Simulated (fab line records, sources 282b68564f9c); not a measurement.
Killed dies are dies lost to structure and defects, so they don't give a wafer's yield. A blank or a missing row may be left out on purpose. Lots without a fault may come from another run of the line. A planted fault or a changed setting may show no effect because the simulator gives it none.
Problem report in the 8D (eight disciplines) form, filled by code | flow rit_cmos | the parts of the form that need people (team, actions taken, sign-off) are left out

1. THE PROBLEM
SILICIDE_TI_RS at RIT_SILICIDE_RS_MEAS_02 reads a mean of 28.4 ohm/sq on 1 wafer of 1 lot; wafers without a fault read 47.8 ohm/sq with a standard deviation of 0.72. That is -27 standard deviations from the usual mean.
The step: measures by four-point-probe.
First seen on wafer L126.1, day 4 11:46, on film_metro-02. The record holds 39 wafers of 13 lots with a number at this step. Rule for "out", or "out of limits": more than 4 standard deviations from the usual mean. The other wafers with a number count as sound.

2. WHAT IT IS AND WHAT IT IS NOT
question                    | is               | is not
which readings at this step | SILICIDE_TI_RS   | -
which lots                  | L126             | L120, L121, L122, L123, L124, L133, L137, L139, L140, L141, L142, L143
which wafers of those lots  | L126.1           | L126.2, L126.6
read on which gauges        | film_metro-02    | film_metro-01, film_metro-03
when                        | from day 4 11:46 | up to then (17 sound wafers); but 21 sound wafers of L133, L137, L139, L140, L141, L142, L143 came after

3. SUSPECTS, AND WHAT RULES EACH OUT
Counting: a tool at a process step up to the reading stays a suspect if it ran every lot that is out. Sound lots after the first of them don't rule it out here, since some wafers of a struck lot are sound.
- the gauge at RIT_SILICIDE_RS_MEAS_02: kept. All the wafers that are out were read on film_metro-02, and no step on other tools shows them out.
- pvd_sputter-03 at RIT_SILICIDE_SPUTTER_01 (material Ti, target thk 30 nm, time 240 s): kept. It ran the lot that is out, L126 (day 4 11:37); its last sound lot up to then is L124 (day 4 02:46).
Left after counting: pvd_sputter-03 at RIT_SILICIDE_SPUTTER_01, film_metro-02 at RIT_SILICIDE_RS_MEAS_02.

4. THE CAUSE (what the simulator had put in)
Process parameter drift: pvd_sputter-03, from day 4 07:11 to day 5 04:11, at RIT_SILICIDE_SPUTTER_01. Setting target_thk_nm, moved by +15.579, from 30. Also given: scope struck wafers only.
Counting left 2 suspects, and this tool is among them.

5. THE CHAIN OF EFFECTS, in route order
Each row: a reading whose mean over the struck wafers that have a number lies more than 3 standard deviations from the usual. Only readings for which the record gives a usual standard deviation are gone through. hours: the time from each lot's start at the first step in this table that gives one to its start at this step, as a median over the lots. sigmas: the change in usual standard deviations.
hours | step                     | reading         | usual       | on struck wafers | change | sigmas
0     | RIT_SILICIDE_RS_MEAS_02  | SILICIDE_TI_RS  | 47.8 ohm/sq | 28.4             | -19.4  | -27
7     | RIT_SILICIDE_THK_MEAS_03 | SILICIDE_TI_THK | 30.1 nm     | 45.5             | +15.4  | +39

6. WHAT WOULD HAVE CAUGHT IT SOONER
In this record the first reading out of limits at a measuring or inspecting step was taken at day 4 11:46, 5 hours after the fault began at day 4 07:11.
Of the tool readings at RIT_SILICIDE_SPUTTER_01 for which the record gives a usual standard deviation, none was out on any struck wafer, so an alarm limit of 4 standard deviations on them would not have fired.
All the lots that are out (1) had begun RIT_SILICIDE_SPUTTER_01 on pvd_sputter-03 by day 4 11:46. A hold on the tool at that time would have spared none of them.
